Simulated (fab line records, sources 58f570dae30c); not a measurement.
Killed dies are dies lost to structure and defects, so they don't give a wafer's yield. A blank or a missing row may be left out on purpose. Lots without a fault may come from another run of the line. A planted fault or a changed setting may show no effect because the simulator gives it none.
Chamber matching | flow berkeley_cmos170 | UCB170_V2_ETCH_14 on rie_diel-02: 4 sister chambers
The step etches SiO2 in CHF3/CF4/Ar, stops on Al, target depth 1250 nm, time 291 s. 14 wafers are shown with their chamber, then 7 later ones without.

WAFERS WITH THEIR CHAMBER
wafer  | chamber | drypump_motor_current_A (A) | throttle_valve_pct (%) | oes_product_au (a.u.)
L839.2 | 2       | 5.5                         | 7.12                   | 0.865
L839.5 | 3       | 6.0                         | 6.75                   | 0.843
L839.6 | 2       | 5.5                         | 7.12                   | 0.865
L843.1 | 2       | 5.5                         | 7.12                   | 0.867
L843.3 | 1       | 6.5                         | 6.79                   | 0.851
L843.4 | 0       | 6.4                         | 6.90                   | 0.879
L848.4 | 3       | 6.0                         | 6.74                   | 0.838
L848.5 | 2       | 5.6                         | 7.12                   | 0.867
L848.6 | 1       | 6.5                         | 6.80                   | 0.855
L849.2 | 1       | 6.5                         | 6.82                   | 0.851
L849.3 | 3       | 6.0                         | 6.73                   | 0.841
L849.5 | 1       | 6.5                         | 6.80                   | 0.853
L850.1 | 2       | 5.5                         | 7.12                   | 0.914
L850.3 | 0       | 6.4                         | 6.91                   | 0.916

SIGNATURES (means of the wafers above)
reading                 | chamber 0 | chamber 1 | chamber 2 | chamber 3 | scatter within a chamber
drypump_motor_current_A | 6.400     | 6.500     | 5.520     | 6.000     | 0.0283
throttle_valve_pct      | 6.9050    | 6.8025    | 7.1200    | 6.7400    | 0.00851
oes_product_au          | 0.89750   | 0.85250   | 0.87560   | 0.84067   | 0.016
Rule: a wafer's distance from a chamber is the root of the sum, over the readings, of the square of ((its reading less the chamber's mean) divided by the reading's scatter). The wafer belongs to the nearest chamber; if the next one is less than 2 further off, it can't be placed. The scatter: the root of (the sum of the squares of (reading less its chamber's mean) over the shown wafers, divided by (wafers less chambers)).

WAFERS WITHOUT THEIR CHAMBER
wafer  | drypump_motor_current_A (A) | throttle_valve_pct (%) | oes_product_au (a.u.)
L850.4 | 6.0                         | 6.74                   | 0.884
L852.2 | 6.0                         | 6.75                   | 0.885
L852.5 | 6.5                         | 6.79                   | 0.896
L852.6 | 6.4                         | 6.88                   | 0.914
L859.2 | 6.0                         | 6.73                   | 0.843
L859.4 | 6.5                         | 6.80                   | 0.848
L859.6 | 5.5                         | 7.12                   | 0.872

WHICH CHAMBER EACH WENT THROUGH
wafer  | from the rows above | in truth
L850.4 | 3                   | 3
L852.2 | 3                   | 3
L852.5 | 1                   | 1
L852.6 | 0                   | 0
L859.2 | 3                   | 3
L859.4 | 1                   | 1
L859.6 | 2                   | 2
Placed correctly: 7 of 7. Can't be placed from these rows: 0. Placed wrongly: 0.
